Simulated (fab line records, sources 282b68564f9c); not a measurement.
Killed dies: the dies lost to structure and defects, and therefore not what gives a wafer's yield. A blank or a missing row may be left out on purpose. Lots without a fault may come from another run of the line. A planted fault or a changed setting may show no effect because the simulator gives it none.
Comparing a struck lot with a sound one | flow rit_cmos | 28 out of 202 route steps
Sound: the wafers L433.2, L433.3, L433.6. Struck: wafers L442.1, L442.6 (left out: L442.2, a lot-mate that was not struck); the cause follows at the end.
Order at every step that has rows: each side's tool, ch and its chambers, its first start. Under that, the readings that differ: sound wafers | struck wafers | difference of the means | sigmas: that difference in standard deviations of wafers without a fault.
alike: a reading whose means differ by less than 2 such deviations, as well as words and numbers matching on both sides. not compared: withheld readings; readings where some wafer has no value; bounds like >300 that might hide an equal value; numbers whose values overlap and for which the record gives no deviation.
Wherever a step has rows on one side only, a row that says differs or no value, or a row with sigmas, the two part there. Numbers that don't overlap but have no deviation are shown without sigmas and don't part them. A reading that every wafer of one side lacks parts them only if that side has two wafers or more.

RIT_SDANNEAL_RTA_03: time 5 s.
  sound on rtp_anneal-02 ch 0, day 4 00:32; struck on rtp_anneal-02 ch 0, day 5 22:32
  alike: wafer_temp_C_max
RIT_SDANNEAL_RS_MEAS_04: measurement is done with a four-point probe.
  sound on film_metro-04 at day 4 00:37; struck on film_metro-01 at day 5 22:36
  alike: PSD_RS
RIT_SDANNEAL_RS_MEAS_05: measurement is done with a four-point probe.
  sound on film_metro-04 at day 4 00:44; struck on film_metro-01 at day 5 22:43
  alike: NSD_RS
RIT_SDANNEAL_RS_MEAS_06: measurement is done with a four-point probe.
  sound on film_metro-04 at day 4 00:51; struck on film_metro-01 at day 5 22:50
  reading          | sound             | struck      | difference | sigmas
  PLDD_RS (ohm/sq) | 179.8 179.3 179.1 | 178.5 178.4 | -1.0       | -2
RIT_SDANNEAL_RS_MEAS_07: measurement is done with a four-point probe.
  sound on film_metro-04 at day 4 00:58; struck on film_metro-01 at day 5 22:58
  reading          | sound             | struck      | difference | sigmas
  NLDD_RS (ohm/sq) | 151.4 151.7 151.9 | 150.5 150.8 | -1.0       | -2
then, 1 step without rows for these wafers: RIT_SILICIDE_WET_ETCH_00 (etches SiO2 in BOE, target depth 14 nm, time 15 s).
RIT_SILICIDE_SPUTTER_01: material Ti, target thk 30 nm, time 240 s.
  sound on pvd_sputter-02 at day 4 01:05; struck on pvd_sputter-03 at day 5 23:05
  reading                | sound          | struck    | difference | sigmas
  throttle_valve_pct (%) | 29.7 32.0 32.0 | 28.2 28.5 | -2.9       | -2
  alike: cathode_dc_power_W, chamber_pressure_pa
RIT_SILICIDE_RS_MEAS_02: measurement is done with a four-point probe.
  sound on film_metro-02 at day 4 01:15; struck on film_metro-02 at day 5 23:14
  alike: SILICIDE_TI_RS
RIT_SILICIDE_THK_MEAS_03: measures by xrf.
  sound on film_metro-02 at day 4 01:22; struck on film_metro-02 at day 5 23:22
  alike: SILICIDE_TI_THK
RIT_SILICIDE_RTA_04: time 10 s, ramp up 5 s, ramp down 5 s.
  sound on rtp_anneal-01 ch 0, day 4 01:26; struck on rtp_anneal-01 ch 0, day 5 23:25
  alike: wafer_temp_C_max
then, 1 step without rows for these wafers: RIT_SILICIDE_WET_ETCH_05 (etches Ti in SPM, time 120 s).
RIT_SILICIDE_RTA_06: time 10 s, ramp up 5 s, ramp down 10 s.
  sound on rtp_anneal-02 ch 0, day 4 01:36; struck on rtp_anneal-02 ch 0, day 5 23:32
  alike: wafer_temp_C_max
RIT_CONTACT_CVD_00: deposits SiO2 from TEOS, target thk 400 nm, time 61 s.
  sound on pecvd-02 ch 0,2, day 4 01:39; struck on pecvd-02 ch 2, day 5 23:36
  reading                                  | sound             | struck      | difference | sigmas
  run_length_s (s)                         | 88.3 89.1 88.6    | 117.7 117.9 | +29.1      | +48
  model.SiO2_of_CONTACT_CVD_00.thk_nm (nm) | 393.5 398.5 404.2 | 583 588.7   | +187       |
  alike: heater_power_w
RIT_CONTACT_THK_MEAS_01:
  sound on film_metro-04 at day 4 01:43; struck on film_metro-04 at day 5 23:39
  reading               | sound       | struck  | difference | sigmas
  CONTACT_TEOS_THK (nm) | 394 399 404 | 583 589 | +187       | +38
then, 6 steps without rows for these wafers: RIT_CONTACT_HMDS_02 (prime time 60 s); RIT_CONTACT_COAT_03 (resist thk 1000 nm); RIT_CONTACT_SOFTBAKE_04 (time 60 s); RIT_CONTACT_EXPOSE_05 (exposes mask M11, target cd 1000 nm); RIT_CONTACT_PEB_06; RIT_CONTACT_DEVELOP_07 (develop time 120 s).
RIT_CONTACT_CD_MEAS_08: target cd 1000 nm.
  sound on cd_sem-02 at day 4 02:46; struck on cd_sem-01 at day 6 00:48
  alike: cd_nm
RIT_CONTACT_OVL_MEAS_09:
  sound on overlay-02 at day 4 02:53; struck on overlay-01 at day 6 00:55
  alike: CONTACT_OVL
then, 1 step without rows for these wafers: RIT_CONTACT_HARDBAKE_10 (time 60 s).
RIT_CONTACT_ETCH_11: etches SiO2 in CHF3/CF4/Ar, stops on TiSi2, target depth 480 nm, time 320 s.
  sound on rie_diel-03 ch 0,1,3, day 4 03:04; struck on rie_diel-03 ch 0,1, day 6 01:07
  reading                             | sound             | struck    | difference | sigmas
  model.CONTACT.feature_depth_nm (nm) | 393.5 398.5 404.2 | 469.8 475 | +73.7      |
  model.etch.depth_nm (nm)            | 393.5 398.5 404.2 | 469.8 475 | +73.7      |
  alike: drypump_motor_current_A, oes_product_au, throttle_valve_pct
  not compared: rf_hours_counter_h
RIT_CONTACT_STRIP_12: strips in O2, time 180 s.
  sound on plasma_asher-04 ch 0,1, day 4 03:15; struck on plasma_asher-02 ch 1, day 6 01:18
  alike: drypump_motor_current_A
  not compared: rf_hours_counter_h
RIT_CONTACT_CD_MEAS_90: target cd 1000 nm.
  sound on cd_sem-02 at day 4 03:27; struck on cd_sem-02 at day 6 01:28
  alike: cd_nm
RIT_CONTACT_CLEAN_13: cleans in SC1, time 600 s.
  sound on wet_bench-04 ch 1, day 4 03:33; struck on wet_bench-01 ch 3, day 6 01:35
  reading                                  | sound             | struck    | difference | sigmas
  model.SiO2_of_CONTACT_CVD_00.thk_nm (nm) | 389.5 394.5 400.1 | 579 584.6 | +187       |
then, 1 step without rows for these wafers: RIT_CONTACT_CLEAN_14 (cleans in SC2, time 600 s).

== WHERE THEY PART ==
Last at RIT_CONTACT_THK_MEAS_01 as far as this record goes, first at RIT_SDANNEAL_RS_MEAS_06. Later steps at which nothing parts them and some readings are alike: RIT_CONTACT_CD_MEAS_08, RIT_CONTACT_OVL_MEAS_09, RIT_CONTACT_ETCH_11, RIT_CONTACT_STRIP_12, RIT_CONTACT_CD_MEAS_90.

WHY: whatever the simulator had introduced
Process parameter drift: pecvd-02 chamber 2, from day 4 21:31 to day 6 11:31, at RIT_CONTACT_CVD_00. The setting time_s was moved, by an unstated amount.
